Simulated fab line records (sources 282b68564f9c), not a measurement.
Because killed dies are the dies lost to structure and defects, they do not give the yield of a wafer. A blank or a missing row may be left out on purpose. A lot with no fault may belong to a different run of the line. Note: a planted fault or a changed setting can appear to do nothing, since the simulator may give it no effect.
What tool caused it? -- flow rit cmos -- 42 wafers from 14 lots sampled at 2 of the route's 202 steps

== WHAT THE GAUGES SHOWED, per wafer ==
RIT_CONTACT_THK_MEAS_01. Usual: CONTACT_TEOS_THK 398 nm, standard deviation 5.2.
lot,measured,on,CONTACT_TEOS_THK (nm),flag
L540,day 3 08:05,film metro-02,399 403 402,
L542,day 3 18:52,film metro-04,402 400 407,
L543,day 3 22:49,film metro-03,395 402 404,
L544,day 4 03:01,film metro-03,399 407 400,
L545,day 4 07:39,film metro-02,388 393 399,
L546,day 4 13:46,film metro-02,403 405 404,
L547,day 4 19:37,film metro-02,397 396 397,
L552,day 5 19:27,film metro-02,398 395 306,OFF
L553,day 6 01:02,film metro-04,394 407 401,
L555,day 6 10:38,film metro-02,294 394 397,OFF
L557,day 6 20:27,film metro-02,406 409 406,
L559,day 7 07:05,film metro-03,394 393 398,
L560,day 7 11:12,film metro-02,405 398 408,
L562,day 7 20:37,film metro-02,397 390 396,

== WHAT TOOL EACH LOT RAN ON (gives the tool, then ch and the chambers of the sampled wafers, and finally the start) ==
lot,RIT_CONTACT_CVD_00
L540,"pecvd-04 ch 0,1,2, day 3 08:02"
L542,"pecvd-01 ch 1,2, day 3 18:48"
L543,"pecvd-04 ch 0,1, day 3 22:46"
L544,"pecvd-03 ch 0,2, day 4 02:58"
L545,"pecvd-01 ch 0,2, day 4 07:36"
L546,"pecvd-04 ch 0,2, day 4 13:43"
L547,"pecvd-03 ch 0,1,2, day 4 19:33"
L552,"pecvd-04 ch 0,1,2, day 5 19:23"
L553,"pecvd-03 ch 0,1, day 6 00:58"
L555,"pecvd-04 ch 1,2, day 6 10:34"
L557,"pecvd-01 ch 0,1, day 6 20:23"
L559,"pecvd-03 ch 0,1, day 7 07:01"
L560,"pecvd-01 ch 0,1,2, day 7 11:08"
L562,"pecvd-03 ch 0,1,2, day 7 20:34"
- RIT_CONTACT_CVD_00: deposits SiO2 from TEOS, target thk 400 nm, time 61 s.

== AS READ BY THE TOOLS THEMSELVES (means over the sampled wafers that have a number; for cases with no such wafer, the mark the record gives instead) ==
RIT_CONTACT_CVD_00. Usual: 321 W for heater power w, sd 43.
lot,tool,heater power w (W),flag
L540,pecvd-04,318,
L542,pecvd-01,303,
L543,pecvd-04,285,
L544,pecvd-03,354,
L545,pecvd-01,293,
L546,pecvd-04,306,
L547,pecvd-03,357,
L552,pecvd-04,311,
L553,pecvd-03,376,
L555,pecvd-04,301,
L557,pecvd-01,297,
L559,pecvd-03,315,
L560,pecvd-01,274,
L562,pecvd-03,374,

== THE ANSWER, worked out from the rows above alone ==
Rule: a lot counts as off when the mean over its wafers that have a number is more than 3 standard deviations away from the usual mean. A lot without any number at a reading at which 4 lots or more have one is off too. All remaining lots with rows at the step are treated as sound. The gauges are gone through in route order, then the tools' own readings, and for those a lot's mean is taken as printed above. At the first step where some lot is off, the reading lying furthest off is the one used; lots without a number count as furthest.
Off: at RIT_CONTACT_THK_MEAS_01 (CONTACT_TEOS_THK), L552, L555.
If a tool, at a process step before that reading, ran all the lots that are off and no sound lot after the first of them, it fits. Those tools and the gauges at RIT_CONTACT_THK_MEAS_01 are tried in the same way. One fits: RIT_CONTACT_CVD_00 on pecvd-04. Its last sound lot is L546 (day 4 13:43), its first lot that is off L552 (day 5 19:23): a fault that began between those two fits.

== WHAT THE SIMULATOR HAD INSERTED ==
pecvd-04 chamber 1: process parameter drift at RIT_CONTACT_CVD_00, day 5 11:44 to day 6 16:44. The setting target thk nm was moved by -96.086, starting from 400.
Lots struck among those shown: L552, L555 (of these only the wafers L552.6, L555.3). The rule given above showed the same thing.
